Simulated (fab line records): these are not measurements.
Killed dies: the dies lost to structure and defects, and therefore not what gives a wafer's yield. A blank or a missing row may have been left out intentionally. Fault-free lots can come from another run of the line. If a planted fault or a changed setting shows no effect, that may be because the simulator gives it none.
Struck lot and sound lot, side by side    flow berkeley-cmos170    26 steps out of a route of 331
Sound: wafers L603.2, L603.3, L603.5. Struck: wafers L606.1, L606.5, L606.6. At the end, the cause is stated.
Each step with rows lists, per side, the tool, then ch with its chambers, then its first start. Under that, the readings that differ: sound wafers    struck wafers    difference of the means    sigmas: that difference in standard deviations of wafers without a fault.
alike: words and numbers the same on both sides, and readings whose means are apart by under 2 such deviations; not compared: readings that were withheld, readings missing a value for some wafer, numbers with overlapping values and no deviation given by the record, and bounds like >300 which may hide the same value.
Wherever a step has rows on one side only, a row that says differs or no value, or a row with sigmas, the two part there. Numbers that have no deviation but don't overlap get no sigmas and don't part them. Lack of a reading on every wafer of one side parts them only where that side has two or more wafers.

first, 3 steps without rows for these wafers: UCB170_PVT_EXPOSE_03 (exposes mask NWELL, target cd 3000 nm); UCB170_PVT_PEB_04; UCB170_PVT_DEVELOP_05 (develop time 45 s).
UCB170_PVT_OVL_MEAS_06:
  struck on overlay-01, day 8 15:55; sound on overlay-01, day 8 04:55
  alike: PVT_OVL
after that, 1 step had no rows for these wafers: UCB170_PVT_IMPLANT_07.
UCB170_PVT_STRIP_08: strips in O2.
  sound on plasma-asher-01 ch 0, day 8 05:06; struck on plasma-asher-02 ch 0,1, day 8 16:05
reading                      sound        struck       difference  sigmas
drypump-motor-current-A (A)  5.0 5.0 5.0  6.0 6.1 6.0  +1.0        +2
  alike: chamber-pressure-mTorr, oes-product-au, strip-time-to-endpoint-s
  not compared: rf-hours-counter-h
UCB170_PVT_TW_MEAS_09:
  struck on film-metro-04, day 8 16:11; sound on film-metro-04, day 8 05:13
  alike: PVT_TW
then, 1 step without rows for these wafers: UCB170_GATE_WET_ETCH_00 (etches SiO2 in dHF, time 200 s).
UCB170_FIELD_THK_MEAS_91:
  struck on film-metro-02, day 8 16:19; sound on film-metro-03, day 8 05:23
  alike: FIELD_OXIDE_LEFT_2_THK
then, 1 step without rows for these wafers: UCB170_GATE_OXIDATION_01 (target thk 6.6 nm, ox time 1800 s).
UCB170_GATE_THK_MEAS_02:
  struck on film-metro-01, day 8 23:20; sound on film-metro-01, day 8 09:43
  alike: GATE_OXIDE_THK
then, 1 step without rows for these wafers: UCB170_GATE_ANNEAL_03 (time 1800 s).
UCB170_GATE_CVD_04: deposits poly-Si from SiH4, time 1440 s, target thk 214 nm.
  sound on lpcvd-02 ch 0, day 8 14:01; struck on lpcvd-02 ch 1, day 9 05:01
reading                                   sound              struck           difference  sigmas
zone-power-load-pct (%)                   14.5 15.2 14.9     12.3 12.7 12.5   -2.4        -2
model.poly-Si_of_GATE_CVD_04.thk-nm (nm)  213.9 212.8 211.9  283.9 283.7 284  +71.0       
UCB170_GATE_THK_MEAS_05:
  struck on film-metro-02, day 9 06:25; sound on film-metro-02, day 8 15:26
reading             sound              struck             difference  sigmas
GATE_POLY_THK (nm)  213.8 212.8 212.0  283.9 283.5 284.0  +70.9       +35
then, 6 steps without rows for these wafers: UCB170_GATE_COAT_06; UCB170_GATE_COAT_07 (resist thk 900 nm); UCB170_GATE_SOFTBAKE_08 (time 60 s); UCB170_GATE_EXPOSE_09 (exposes mask POLY, target cd 350 nm); UCB170_GATE_PEB_10; UCB170_GATE_DEVELOP_11 (develop time 45 s).
UCB170_GATE_CD_MEAS_12: the cd target is 350 nm.
  struck on cd-sem-01, day 9 07:19; sound on cd-sem-02, day 8 16:41
  alike: cd-nm
UCB170_GATE_OVL_MEAS_13:
  struck on overlay-01, day 9 07:26; sound on overlay-01, day 8 16:48
  alike: GATE_OVL
UCB170_GATE_ETCH_14: etches BARC in N2/H2.
  sound on rie-diel-03 ch 0,2, day 8 16:50; struck on rie-diel-02 ch 0,1,3, day 9 07:28
  alike: chamber-pressure-mTorr, drypump-motor-current-A, oes-product-au, throttle-valve-pct
UCB170_GATE_ETCH_15: etches poly-Si in HBr/Cl2, stops on SiO2, time 56.3 s, target depth 278.2 nm.
  sound on rie-si-02 ch 1,3, day 8 16:52; struck on rie-si-01 ch 0,1,2, day 9 07:31
reading                           sound              struck             difference  sigmas
oes-product-au (a.u.)             0.857 0.826 0.833  1.002 0.974 0.973  +0.144      +11
model.etch.depth-nm (nm)          213.9 212.8 211.9  281.5 277.8 274    +64.9       
model.GATE.feature-depth-nm (nm)  213.9 212.8 211.9  281.5 277.8 274    +64.9       
  alike: chamber-pressure-mTorr, drypump-motor-current-A, throttle-valve-pct
  not compared: rf-hours-counter-h
UCB170_GATE_STRIP_16: strips in O2.
  sound on plasma-asher-02 ch 0,1, day 8 16:55; struck on plasma-asher-03 ch 0,1, day 9 07:34
reading                                   sound              struck             difference  sigmas
model.poly-Si_of_GATE_CVD_04.thk-nm (nm)  213.5 212.4 211.5  283.6 283.4 283.6  +71.1       
  alike: chamber-pressure-mTorr, drypump-motor-current-A, oes-product-au
  not compared: rf-hours-counter-h
UCB170_GATE_CD_MEAS_90: the cd target is 350 nm.
  struck on cd-sem-01, day 9 07:40; sound on cd-sem-01, day 8 17:02
  alike: cd-nm

== WHERE THEY PART ==
First at UCB170_PVT_STRIP_08; last, within this record, at UCB170_GATE_ETCH_15. Later steps at which nothing parts them and some readings are alike: UCB170_GATE_STRIP_16, UCB170_GATE_CD_MEAS_90.

WHY: what the simulator had put in
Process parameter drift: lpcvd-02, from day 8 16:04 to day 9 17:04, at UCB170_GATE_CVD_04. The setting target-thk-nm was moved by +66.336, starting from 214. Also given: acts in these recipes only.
